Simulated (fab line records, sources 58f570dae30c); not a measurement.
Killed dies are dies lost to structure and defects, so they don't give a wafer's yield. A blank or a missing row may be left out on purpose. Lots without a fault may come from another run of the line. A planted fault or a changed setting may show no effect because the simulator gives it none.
One fault seen from 2 desks | flow berkeley_cmos170 | each desk has only its own numbers; what lay behind them comes last

THE METROLOGY DESK
What the gauges read, lot by lot, whatever tool the lot ran on: means of the sampled wafers that have a number. A lot is out of limits, marked OUT, if its mean lies more than 4 standard deviations from the usual mean; the brackets give that distance.
Columns: A = cd_nm at UCB170_V1_CD_MEAS_90, usual 700.3 nm; B = cd_nm at UCB170_M2_CD_MEAS_90, usual 699.6 nm
lot  | first seen here | A                | B
L687 | day 8 16:13     | 699.3            | 701.1
L686 | day 8 16:22     | 700.2            | 701.9
L689 | day 9 04:58     | 703.4            | 702.0
L690 | day 9 05:16     | 696.3            | 698.7
L691 | day 9 16:28     | 705.8            | 703.0
L694 | day 10 07:16    | 707.7 (+4.6) OUT | 699.4
L698 | day 11 01:10    | 699.0            | 699.0
L699 | day 11 01:14    | 699.7            | 698.5
L700 | day 11 22:26    | 700.4            | 701.6
L703 | day 12 10:31    | 701.9            | 699.7
L706 | day 12 19:50    | 700.1            | 700.1
L708 | day 12 22:37    | 701.3            | 696.6
L709 | day 12 22:42    | 699.5            | 697.0
L705 | day 13 00:20    | 700.1            | 699.2
This desk's finding: out of limits on L694; first on L694, day 10 07:16 (cd_nm at UCB170_V1_CD_MEAS_90). In limits: L687, L686, L689, L690, L691, L698, L699, L700, L703, L706, L708, L709, L705.

THE TOOL OWNER'S DESK: rie_diel-04
The tool's own readings at UCB170_V1_ETCH_14 (etches SiO2 in CHF3/CF4/Ar, stops on Al, target depth 1250 nm, time 291 s): means of the sampled wafers that have a number, for each lot that ran on this tool. A lot is out of limits, marked OUT, if its mean lies more than 4 standard deviations from the usual mean; the brackets give that distance.
Columns: A = drypump_motor_current_A at UCB170_V1_ETCH_14, usual 5.5 A; B = oes_product_au at UCB170_V1_ETCH_14, usual 0.870 a.u.; C = rf_fwd_power_W at UCB170_V1_ETCH_14, usual 698.5 W; D = throttle_valve_pct at UCB170_V1_ETCH_14, usual 6.91 %
lot  | first seen here | A   | B     | C                        | D
L689 | day 9 04:41     | 5.5 | 0.860 | 698.7                    | 6.87
L691 | day 9 16:09     | 5.3 | 0.863 | 861.4 (+71) OUT          | 6.84
L694 | day 10 06:59    | 5.7 | 0.856 | 1023.4 (+99 or more) OUT | 6.85
L709 | day 12 22:25    | 5.7 | 0.866 | 698.5                    | 6.85
L705 | day 13 00:02    | 5.9 | 0.862 | 699.4                    | 6.88
This desk's finding: out of limits on L691, L694; first on L691, day 9 16:09 (rf_fwd_power_W at UCB170_V1_ETCH_14). In limits: L689, L709, L705.

PUT TOGETHER
The tool owner's desk could have raised an alarm at day 9 16:09, on L691, L694.
The metrology desk could have raised an alarm at day 10 07:16, on L694.
The metrology desk has L691 on record, within its limits.
Of the lots named, all ran UCB170_V1_ETCH_14 on rie_diel-04.

WHAT THE SIMULATOR HAD PUT IN
Process parameter drift: rie_diel-04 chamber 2, from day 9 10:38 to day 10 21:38, at UCB170_V1_ETCH_14. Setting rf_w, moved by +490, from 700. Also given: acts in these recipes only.
Lots struck among those shown: L691, L694.
Hours from the fault's start to each desk's first reading out of limits: the tool owner's desk, 6; the metrology desk, 21.
